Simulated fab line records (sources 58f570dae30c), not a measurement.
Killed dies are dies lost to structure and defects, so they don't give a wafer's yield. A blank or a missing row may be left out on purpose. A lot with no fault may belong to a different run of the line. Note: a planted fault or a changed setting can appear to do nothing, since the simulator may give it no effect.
Which tool did it? -- flow berkeleyCmos170 -- 13 lots with 39 wafers sampled at 4 steps, on a route of 331 steps

== WHAT EACH GAUGE READ, for each wafer ==
UCB170_V1_BOW_MEAS_03. Usual: V1_BOW 18 um, standard deviation 7.1.
lot,measured,on,V1_BOW (um),flag
L484,day 8 09:26,filmMetro-02,11 18 8,
L483,day 8 14:39,filmMetro-04,19 38 15,
L486,day 9 12:02,filmMetro-04,28 28 23,
L489,day 9 13:22,filmMetro-04,11 12 16,
L488,day 9 13:20,filmMetro-01,18 19 9,
L491,day 10 11:20,filmMetro-01,14 26 17,
L493,day 10 10:04,filmMetro-02,11 16 19,
L495,day 10 15:11,filmMetro-02,20 17 15,
L490,day 10 13:53,filmMetro-02,12 7 11,
L494,day 10 15:10,filmMetro-01,23 19 4,
L497,day 11 09:57,filmMetro-02,17 -1 22,
L506,day 14 00:38,filmMetro-01,11 18 28,
L505,day 14 01:57,filmMetro-04,18 17 12,

UCB170_V2_THK_MEAS_01. Usual: V2_TEOS_THK 2008 nm, standard deviation 30.
lot,measured,on,V2_TEOS_THK (nm),flag
L484,day 8 15:30,filmMetro-03,2002 1995 1989,
L483,day 8 21:51,filmMetro-03,2023 2032 2051,
L486,day 9 16:38,filmMetro-01,1992 1970 1994,
L489,day 9 18:48,filmMetro-04,2031 1992 2012,
L488,day 9 18:56,filmMetro-03,1979 2011 2015,
L491,day 10 18:21,filmMetro-01,2012 1961 2023,
L493,day 10 17:49,filmMetro-01,1979 1974 2029,
L495,day 10 20:48,filmMetro-04,1987 2044 1990,
L490,day 10 20:30,filmMetro-03,1999 2041 1987,
L494,day 10 20:50,filmMetro-03,2013 2059 2044,
L497,day 11 16:22,filmMetro-01,1986 2049 1990,
L506,day 14 05:31,filmMetro-01,2005 2012 2028,
L505,day 14 07:50,filmMetro-04,1999 2013 1973,

== TOOL THAT RAN EACH LOT (tool first, then ch and the chambers of the sampled wafers, then the start) ==
lot,UCB170_SDANNEAL_RTA_00,UCB170_M1_ETCH_11
L484,"rtpAnneal-02 ch 0, day 8 00:24","rieDiel-02 ch 0,3, day 8 07:10"
L483,"rtpAnneal-01 ch 0, day 8 00:38","rieDiel-01 ch 1,3, day 8 07:29"
L486,"rtpAnneal-01 ch 0, day 9 01:17","rieDiel-02 ch 0,1, day 9 09:46"
L489,"rtpAnneal-02 ch 0, day 9 01:28","rieDiel-04 ch 0,1,3, day 9 10:44"
L488,"rtpAnneal-01 ch 0, day 9 01:37","rieDiel-02 ch 0,2,3, day 9 10:59"
L491,"rtpAnneal-02 ch 0, day 9 20:02","rieDiel-01 ch 0,2, day 10 08:31"
L493,"rtpAnneal-01 ch 0, day 9 20:05","rieDiel-01 ch 2,3, day 10 07:44"
L495,"rtpAnneal-02 ch 0, day 9 20:14","rieDiel-02 ch 1,3, day 10 12:05"
L490,"rtpAnneal-01 ch 0, day 9 20:30","rieDiel-01 ch 0,2, day 10 11:34"
L494,"rtpAnneal-02 ch 0, day 9 20:44","rieDiel-04 ch 2,3, day 10 11:48"
L497,"rtpAnneal-01 ch 0, day 10 23:41","rieDiel-01 ch 0,1,2, day 11 07:13"
L506,"rtpAnneal-02 ch 0, day 13 13:47","rieDiel-02 ch 1,2, day 13 22:22"
L505,"rtpAnneal-01 ch 0, day 13 14:01","rieDiel-04 ch 0,2,3, day 13 22:39"
- UCB170_SDANNEAL_RTA_00: time 10 s.
- UCB170_M1_ETCH_11: etches BARC in N2/H2.

== WHAT THE TOOLS THEMSELVES READ (means of the sampled wafers that have a number; where no wafer has one, the mark that the record gives instead) ==
UCB170_SDANNEAL_RTA_00. Usual: lampPowerPct 24.7 %, standard deviation 2.2; wafer_temp_C_max 903.6, standard deviation 0.77.
lot,tool,lampPowerPct (%),wafer_temp_C_max,flag
L484,rtpAnneal-02,26.9,903.7,
L483,rtpAnneal-01,22.5,904.2,
L486,rtpAnneal-01,22.5,903.6,
L489,rtpAnneal-02,26.9,903.8,
L488,rtpAnneal-01,22.5,903.5,
L491,rtpAnneal-02,26.9,903.8,
L493,rtpAnneal-01,22.5,903.2,
L495,rtpAnneal-02,26.9,902.9,
L490,rtpAnneal-01,22.5,904.0,
L494,rtpAnneal-02,26.9,903.5,
L497,rtpAnneal-01,22.5,905.0,
L506,rtpAnneal-02,26.9,904.0,
L505,rtpAnneal-01,22.6,903.2,

UCB170_M1_ETCH_11. Usual: chamberPressureMTorr 29.999 mTorr, standard deviation 0.03; drypumpMotorCurrentA 5.7 A, standard deviation 0.51; oesProductAu 1.005 a.u., standard deviation 0.024; throttleValvePct 13.25 %, standard deviation 0.17.
lot,tool,chamberPressureMTorr (mTorr),drypumpMotorCurrentA (A),oesProductAu (a.u.),throttleValvePct (%),flag
L484,rieDiel-02,30.019,5.7,0.983,13.10,
L483,rieDiel-01,29.996,6.6,0.993,13.29,
L486,rieDiel-02,30.010,5.4,0.990,13.27,
L489,rieDiel-04,30.017,6.1,1.023,13.27,
L488,rieDiel-02,30.016,5.6,1.010,13.22,
L491,rieDiel-01,29.993,5.0,1.012,13.27,
L493,rieDiel-01,29.957,6.0,1.001,13.27,
L495,rieDiel-02,29.998,5.4,1.002,13.35,
L490,rieDiel-01,30.009,5.1,1.016,13.26,
L494,rieDiel-04,29.991,5.5,1.011,13.17,
L497,rieDiel-01,35.005,5.6,0.988,13.26,OFF
L506,rieDiel-02,29.995,5.3,0.995,13.48,
L505,rieDiel-04,30.042,5.7,1.012,13.19,

== THE ANSWER, worked out from the rows above alone ==
Rule: a lot is off if the mean of its wafers that have a number lies more than 3 standard deviations from the usual mean. A lot without any number at a reading at which 4 lots or more have one is off too. Any other lot the step has rows for is counted as sound. First the gauges in route order, then the tools' own readings, where a lot's mean is used as printed above. The first step at which some lot is off is used, and at that step the reading that is off furthest; a lot without a number counts as furthest.
Off, at UCB170_M1_ETCH_11 on chamberPressureMTorr: L497.
If a tool, at that step or one of the process steps before it, ran each lot that is off and ran no sound lot following the first of them, it fits. One fits: rieDiel-01 at UCB170_M1_ETCH_11. A fault onset in the window from L490 (day 10 11:34, its last sound lot) to L497 (day 11 07:13, its first lot off) fits.
On the lots that are off, the tool's own readings at UCB170_M1_ETCH_11 differ by more than 5 times the standard deviation of the sound lots' means, which bears it out; chamberPressureMTorr reads 35.005 mTorr there versus 30.004 mTorr on the sound lots.

== WHAT THE SIMULATOR PUT IN ==
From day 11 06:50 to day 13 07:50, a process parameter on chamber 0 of rieDiel-01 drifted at UCB170_M1_ETCH_11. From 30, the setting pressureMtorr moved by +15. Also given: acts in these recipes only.
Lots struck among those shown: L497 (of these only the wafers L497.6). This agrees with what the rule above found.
